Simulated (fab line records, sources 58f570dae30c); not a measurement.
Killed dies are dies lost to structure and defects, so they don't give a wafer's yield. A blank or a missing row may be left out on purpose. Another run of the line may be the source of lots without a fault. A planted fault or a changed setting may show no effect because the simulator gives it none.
One fault seen from 2 desks | flow berkeley-cmos170 | each desk holds nothing but its own numbers, with what lay behind them at the end

METROLOGY DESK
What the gauges read for every lot (on any tool): the sampled wafers with a number, averaged. Any lot whose mean is over 4 standard deviations away from the usual mean is out of limits and marked OUT; that distance is given in the brackets.
Columns: A = PSD_RS at UCB170_SDANNEAL_RS_MEAS_02, usual 75.6 ohm/sq; B = NSD_RS at UCB170_SDANNEAL_RS_MEAS_03, usual 37.30 ohm/sq; C = PLDD_RS at UCB170_SDANNEAL_RS_MEAS_04, usual 1032 ohm/sq; D = NLDD_RS at UCB170_SDANNEAL_RS_MEAS_05, usual 616.8 ohm/sq; E = SILICIDE_TI_RS at UCB170_SILICIDE_RS_MEAS_02, usual 26.0 ohm/sq; F = SILICIDE_TI_THK at UCB170_SILICIDE_THK_MEAS_03, usual 30.6 nm
lot  | first seen here | A    | B     | C    | D     | E    | F
L859 | day 7 13:05     | 75.3 | 37.32 | 1030 | 614.3 | 25.5 | 31.1
L865 | day 8 10:34     | 75.4 | 37.24 | 1030 | 617.8 | 26.0 | 30.6
L867 | day 9 06:12     | 75.5 | 37.23 | 1033 | 617.3 | 25.8 | 30.8
L866 | day 9 06:23     | 75.4 | 37.25 | 1030 | 618.4 | 26.3 | 30.4
L868 | day 9 06:40     | 75.6 | 37.37 | 1035 | 617.7 | 25.8 | 30.9
L877 | day 10 19:35    | 75.4 | 37.29 | 1033 | 614.6 | 26.2 | 30.6
This desk's verdict: no lot among the 6 shows anything out of limits.

TOOL OWNER'S DESK, rtp-anneal-01
At UCB170_SILICIDE_RTA_04 (time 15 s), the tool's own readings, given per lot that ran on this tool as the mean of the sampled wafers with a number. Any lot whose mean is over 4 standard deviations away from the usual mean is out of limits and marked OUT; that distance is given in the brackets.
Columns: A = lamp-power-pct at UCB170_SILICIDE_RTA_04, usual 11.6 %; B = wafer_temp_C_max at UCB170_SILICIDE_RTA_04, usual 654.6
lot  | first seen here | A    | B
L865 | day 8 11:20     | 12.4 | 654.2
L867 | day 9 06:58     | 11.4 | 629.0 (-21) OUT
L868 | day 9 07:25     | 11.4 | 629.7 (-21) OUT
This desk's finding: out of limits on L867, L868; first on L867, day 9 06:58 (wafer_temp_C_max at UCB170_SILICIDE_RTA_04). L865 stayed within limits.

BROUGHT TOGETHER
An alarm could have come from the tool owner's desk at day 9 06:58, on L867, L868.
Metrology desk: nothing out of limits seen.
The metrology desk holds a record of L867, L868, inside its limits.
On rtp-anneal-01, each named lot ran UCB170_SILICIDE_RTA_04.

WHAT THE SIMULATOR HAD PUT IN
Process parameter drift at UCB170_SILICIDE_RTA_04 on rtp-anneal-01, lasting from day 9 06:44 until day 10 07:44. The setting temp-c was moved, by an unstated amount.
Shown lots that were struck: L867, L868.
Delay in hours, fault start to first out-of-limits reading, by desk: the tool owner's desk at 0.
